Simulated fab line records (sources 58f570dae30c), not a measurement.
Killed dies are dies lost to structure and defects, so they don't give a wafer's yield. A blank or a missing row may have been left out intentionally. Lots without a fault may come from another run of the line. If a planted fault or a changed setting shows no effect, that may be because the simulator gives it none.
fab line records	flow berkeley-cmos170
record: lots: 7	wafers: 21	last-day: 12
route steps=331 shown NSD@192 BACKSIDE@199 SDANNEAL@204
lots untouched by any fault: they come from a run of this same line in which no faults occurred
start-h: start of the lot's first displayed wafer, in hours after the record's first day	wait-h: time in hours since the lot's previous step	" same as the row above	L1.1+2: a single row standing in for several wafers	- no value, or no start given	* or withheld: withheld	< > ~ a bound
route shown NAME@n: names a module that has steps shown in the file, with the first one's number in the route	usual: the fault-free wafers' mean and standard deviation	same: alike in all rows	chamber/n: place in a boat	sites: readings site by site	_std_site: standard deviation across them	_edge_site: outer sites' mean less inner sites'	radius-mm: how far each site lies from the wafer's centre	mask NAME#n: copy n	behind: the last tool/chamber to shape the wafer	hold: the reason the lot was held/the length of the hold in hours/how it ended	device: transistor that didn't switch, given as n, p or np	end of line: at the end of the route, the tests of the same wafers	a step given without rows: its recipe and nothing more	killed: dies that structure and defects cost at the first sort, which is not the same as the wafer's yield	map: the dies of a wafer, with x for killed, . for not killed, _ for no die there
set.NAME: the setting as run; set.NAME@STEP: as run at that earlier step	model.NAME: the simulator's own value behind a step, which no gauge read
lots seen at some steps along the route; tables by step, rows by wafer
services: from which hour (start-h, from the record's first day; less than 0 if before it) a tool's chamber was out of use, for how many hours, and why
== steps ==
step: UCB170_NSD_DEVELOP_05
recipe: developer: TMAH	develop-time-s: 45	resist: KrF	dev-temp-c: 21
step: UCB170_NSD_CD_MEAS_06
recipe: target-cd-nm: 1200
usual: cd-nm: 1200.0/1.4
lot.wafer	tool	chamber	start-h	wait-h	cd-nm
L653.1	cd-sem-02	-	153.90	-	1199.8
L653.3	"	-	"	"	1199.3
L653.5	"	-	"	"	1199.9
L656.4	cd-sem-02	-	159.43	-	1201.1
L656.5	"	-	"	"	1200.9
L656.6	"	-	"	"	1201.1
L666.1	cd-sem-01	-	221.82	-	1197.8
L666.4	"	-	"	"	1197.8
L666.5	"	-	"	"	1198.1
L667.2	cd-sem-01	-	222.60	-	1200.0
L667.4	"	-	"	"	1201.2
L667.5	"	-	"	"	1201.3
L669.3	cd-sem-02	-	236.90	-	1196.3
L669.4	"	-	"	"	1195.8
L669.6	"	-	"	"	1199.2
L671.4	cd-sem-01	-	250.54	-	1200.9
L671.5	"	-	"	"	1201.2
L671.6	"	-	"	"	1201.4
L674.1	cd-sem-01	-	259.18	-	1200.8
L674.2	"	-	"	"	1201.1
L674.4	"	-	"	"	1200.7
step: UCB170_NSD_OVL_MEAS_07
usual: NSD_OVL: -1/5.6
lot.wafer	tool	chamber	start-h	wait-h	NSD_OVL[nm]
L653.1	overlay-01	-	154.02	0.1	-1
L653.3	"	-	"	"	3
L653.5	"	-	"	"	-1
L656.4	overlay-01	-	159.51	0.1	-6
L656.5	"	-	"	"	-3
L656.6	"	-	"	"	-6
L666.1	overlay-02	-	221.94	0.1	9
L666.4	"	-	"	"	9
L666.5	"	-	"	"	5
L667.2	overlay-01	-	222.71	0.1	-8
L667.4	"	-	"	"	-7
L667.5	"	-	"	"	-3
L669.3	overlay-01	-	236.99	0.1	-5
L669.4	"	-	"	"	1
L669.6	"	-	"	"	-2
L671.4	overlay-01	-	250.62	0.1	-3
L671.5	"	-	"	"	4
L671.6	"	-	"	"	2
L674.1	overlay-02	-	259.30	0.1	-7
L674.2	"	-	"	"	-6
L674.4	"	-	"	"	-1
step: UCB170_NSD_IMPLANT_08
recipe: species: P	dose-cm2: 3e+15	energy-kev: 40	tilt-deg: 7
step: UCB170_NSD_STRIP_09
recipe: chemistry: O2	power-w: 400	pressure-mtorr: 3500	platen-temp-c: withheld	o2-flow-sccm: 400	overash-fraction: 0.5
usual: drypump-motor-current-A: 5.4/0.45	oes-product-au: 0.534/0.0041	strip-time-to-endpoint-s: 35.89/0.077
lot.wafer	tool	chamber	start-h	wait-h	drypump-motor-current-A	oes-product-au	rf-hours-counter-h	strip-time-to-endpoint-s
L653.1	plasma-asher-03	0	154.20	0.1	5.0	0.533	4	35.89
L653.3	"	0	"	"	5.0	0.528	-	35.85
L653.5	"	1	"	"	6.2	0.535	-	35.95
L656.4	plasma-asher-03	1	159.71	0.1	6.2	0.532	-	35.92
L656.5	"	1	"	"	6.2	0.543	-	35.87
L656.6	"	0	"	"	5.0	0.538	-	35.94
L666.1	plasma-asher-04	1	222.13	0.1	5.3	0.538	46	35.97
L666.4	"	0	"	"	5.6	0.535	-	35.97
L666.5	"	1	"	"	5.3	0.529	-	35.93
L667.2	plasma-asher-03	0	222.89	0.1	5.0	0.536	10	35.85
L667.4	"	1	"	"	6.2	0.528	-	35.90
L667.5	"	1	"	"	6.2	0.539	-	35.88
L669.3	plasma-asher-03	1	237.20	0.1	6.2	0.535	-	35.92
L669.4	"	0	"	"	5.0	0.527	-	35.96
L669.6	"	0	"	"	5.0	0.533	-	35.99
L671.4	plasma-asher-04	0	250.82	0.1	5.5	0.542	-	36.05
L671.5	"	0	"	"	5.6	0.537	-	35.99
L671.6	"	1	"	"	5.3	0.531	-	35.96
L674.1	plasma-asher-04	0	259.48	0.1	5.5	0.533	51	35.86
L674.2	"	1	"	"	5.3	0.535	51	35.86
L674.4	"	1	"	"	5.4	0.539	-	35.90
step: UCB170_NSD_TW_MEAS_10
usual: NSD_TW: 4211/25
lot.wafer	tool	chamber	start-h	wait-h	NSD_TW
L653.1	film-metro-02	-	154.30	0.1	4185
L653.3	"	-	"	"	4210
L653.5	"	-	"	"	4192
L656.4	film-metro-04	-	159.81	0.1	4222
L656.5	"	-	"	"	4219
L656.6	"	-	"	"	4219
L666.1	film-metro-04	-	222.23	0.1	4212
L666.4	"	-	"	"	4203
L666.5	"	-	"	"	4205
L667.2	film-metro-03	-	223.00	0.1	4239
L667.4	"	-	"	"	4236
L667.5	"	-	"	"	4239
L669.3	film-metro-03	-	237.28	0.1	4242
L669.4	"	-	"	"	4218
L669.6	"	-	"	"	4277
L671.4	film-metro-02	-	250.92	0.1	4191
L671.5	"	-	"	"	4193
L671.6	"	-	"	"	4188
L674.1	film-metro-02	-	259.58	0.1	4171
L674.2	"	-	"	"	4188
L674.4	"	-	"	"	4152
step: UCB170_NSD_CLEAN_11
recipe: chemistry: SPM	temp-c: 120	time-s: 600
step: UCB170_BACKSIDE_HMDS_00
recipe: prime-time-s: 60	prime-temp-c: 100
step: UCB170_BACKSIDE_COAT_01
recipe: resist: KrF	spin-rpm: 1500	resist-thk-nm: 900
step: UCB170_BACKSIDE_SOFTBAKE_02
recipe: resist: KrF	temp-c: 130	time-s: 60
step: UCB170_BACKSIDE_STRIP_03
recipe: chemistry: O2	power-w: 400	pressure-mtorr: 3500	platen-temp-c: withheld	o2-flow-sccm: 400	overash-fraction: 0.5
usual: drypump-motor-current-A: 5.6/0.49	oes-product-au: 0.734/0.0042	strip-time-to-endpoint-s: 21.98/0.077
lot.wafer	tool	chamber	start-h	wait-h	drypump-motor-current-A	oes-product-au	rf-hours-counter-h	strip-time-to-endpoint-s
L653.1	plasma-asher-03	1	154.99	0.1	6.2	0.734	4	22.02
L653.3	"	0	"	"	5.0	0.729	-	21.99
L653.5	"	0	"	"	5.0	0.729	-	22.05
L656.4	plasma-asher-02	0	160.68	0.1	5.1	0.732	-	22.05
L656.5	"	0	"	"	5.1	0.737	-	22.02
L656.6	"	1	"	"	5.2	0.728	-	22.05
L666.1	plasma-asher-01	0	222.92	0.1	6.1	0.732	56	21.99
L666.4	"	0	"	"	6.1	0.740	-	21.97
L666.5	"	0	"	"	6.0	0.725	-	22.05
L667.2	plasma-asher-02	0	224.09	0.1	5.1	0.740	42	22.03
L667.4	"	1	"	"	5.3	0.734	-	22.01
L667.5	"	0	"	"	5.1	0.732	-	22.03
L669.3	plasma-asher-01	0	238.06	0.1	6.0	0.729	-	21.96
L669.4	"	1	"	"	6.1	0.730	-	21.97
L669.6	"	1	"	"	6.1	0.735	-	21.95
L671.4	plasma-asher-01	0	251.77	0.1	6.1	0.737	-	22.01
L671.5	"	1	"	"	6.1	0.733	-	22.02
L671.6	"	0	"	"	6.1	0.730	-	22.06
L674.1	plasma-asher-01	0	260.73	0.1	6.1	0.740	61	21.98
L674.2	"	1	"	"	6.1	0.737	61	21.97
L674.4	"	1	"	"	6.1	0.729	-	21.98
step: UCB170_BACKSIDE_CLEAN_04
recipe: chemistry: SPM	temp-c: 120	time-s: 600
step: UCB170_SDANNEAL_RTA_00
recipe: temp-c: 900	time-s: 10	ambient: N2
usual: anneal-temp-c-max: 903.4/0.8	chamber-o2-ppm: 2.004/0.02	lamp-power-pct: 22.6/2.8	wafer_temp_C_max: 904.5/2.1
lot.wafer	tool	chamber	start-h	wait-h	anneal-temp-c-max	chamber-o2-ppm	lamp-power-pct	wafer_temp_C_max
L653.1	rtp-anneal-02	0	155.26	0.0	905.1	1.997	20.0	902.6
L653.3	"	0	"	"	903.8	1.964	20.0	902.9
L653.5	"	0	"	"	903.1	2.026	20.1	902.3
L656.4	rtp-anneal-02	0	160.97	0.0	904.1	1.985	20.0	902.3
L656.5	"	0	"	"	906.6	2.019	20.0	902.4
L656.6	"	0	"	"	903.4	2.037	20.0	902.0
L666.1	rtp-anneal-02	-	223.19	0.0	-	-	-	-
L666.4	"	-	"	"	-	-	-	-
L666.5	"	-	"	"	-	-	-	-
L667.2	rtp-anneal-02	-	224.38	0.0	-	-	-	-
L667.4	"	-	"	"	-	-	-	-
L667.5	"	-	"	"	-	-	-	-
L669.3	rtp-anneal-02	-	238.49	0.0	-	-	-	-
L669.4	"	-	"	"	-	-	-	-
L669.6	"	-	"	"	-	-	-	-
L671.4	rtp-anneal-02	0	252.04	0.0	904.2	2.036	20.0	902.3
L671.5	"	0	"	"	903.6	2.046	20.0	904.0
L671.6	"	0	"	"	903.7	2.011	20.0	903.6
L674.1	rtp-anneal-02	0	261.00	0.0	902.6	2.010	20.0	902.6
L674.2	"	0	"	"	903.9	2.008	20.0	904.0
L674.4	"	0	"	"	904.2	2.019	20.0	903.5
step: UCB170_SDANNEAL_RTA_01
recipe: temp-c: 1050	time-s: 5	ambient: N2
usual: anneal-temp-c-max: 1053.9/0.78	chamber-o2-ppm: 2.001/0.023	wafer_temp_C_max: 1055.0/2.5
same: lamp-power-pct: 31
lot.wafer	tool	chamber	start-h	wait-h	anneal-temp-c-max	chamber-o2-ppm	wafer_temp_C_max
L653.1	rtp-anneal-02	0	155.33	0.1	1052.7	1.992	1052.8
L653.3	"	0	"	"	1054.9	1.996	1053.3
L653.5	"	0	"	"	1055.3	2.009	1053.0
L656.4	rtp-anneal-02	0	161.04	0.1	1054.0	2.013	1053.7
L656.5	"	0	"	"	1054.1	1.987	1052.9
L656.6	"	0	"	"	1054.0	1.995	1052.6
L666.1	rtp-anneal-02	0	223.26	0.1	1054.8	2.005	1052.8
L666.4	"	0	"	"	1054.7	1.958	1054.1
L666.5	"	0	"	"	1053.8	1.979	1052.0
L667.2	rtp-anneal-02	0	224.44	0.1	1054.4	2.003	1054.3
L667.4	"	0	"	"	1054.4	2.005	1052.9
L667.5	"	0	"	"	1053.7	1.997	1053.1
L669.3	rtp-anneal-02	0	238.55	0.1	1053.8	1.980	1052.2
L669.4	"	0	"	"	1054.2	1.995	1053.9
L669.6	"	0	"	"	1054.9	1.976	1053.7
L671.4	rtp-anneal-02	0	252.10	0.1	1053.8	2.014	1051.9
L671.5	"	0	"	"	1054.3	2.048	1052.8
L671.6	"	0	"	"	1054.6	2.017	1052.4
L674.1	rtp-anneal-02	0	261.07	0.1	1054.6	1.988	1052.3
L674.2	"	0	"	"	1054.3	1.971	1053.9
L674.4	"	0	"	"	1054.4	1.982	1053.3
== services ==
tool	chamber	start-h	hours	kind
plasma-asher-02	-	202.30	3.2	repair
plasma-asher-03	-	248.39	6.6	repair
plasma-asher-01	-	249.16	1.2	repair
plasma-asher-03	-	250.81	5.1	repair
plasma-asher-03	-	257.91	1.4	repair
plasma-asher-01	-	258.21	0.9	repair
== key ==
first-sign: step: UCB170_SDANNEAL_RTA_00	reading: tool-record	direction: missing
effect none on later readings
met-at UCB170_SDANNEAL_RTA_00
struck-wafers L666.1,L666.4,L666.5,L667.2,L667.4,L667.5,L669.3,L669.4,L669.6
later-rows-left-out L666.1,L666.4,L666.5,L667.2,L667.4,L667.5,L669.3,L669.4,L669.6
sort-left-out L666.1,L666.4,L666.5,L667.2,L667.4,L667.5,L669.3,L669.4,L669.6
tester-left-out L666,L667,L669
onset-between 160.97 223.19
fault: kind: skipped-step-whole	tool: rtp-anneal-02	chamber: -	onset-h: 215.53	steps: UCB170_SDANNEAL_RTA_00	scope: struck-lots-only
tester-left-out: of these lots the tester's yield and bins aren't shown, on N5 and GAA mostly nor the transistor test; their killed dies are dies lost to structure and defects alone, not to doping, threshold or leakage, so they don't give the yield
sort-left-out: the simulated sort isn't trusted on such a fault, so these wafers' sort isn't shown, and their yield isn't known
later-rows-left-out: the simulator's readings of these wafers behind a module that went badly wrong aren't trusted and aren't shown, but for the sort
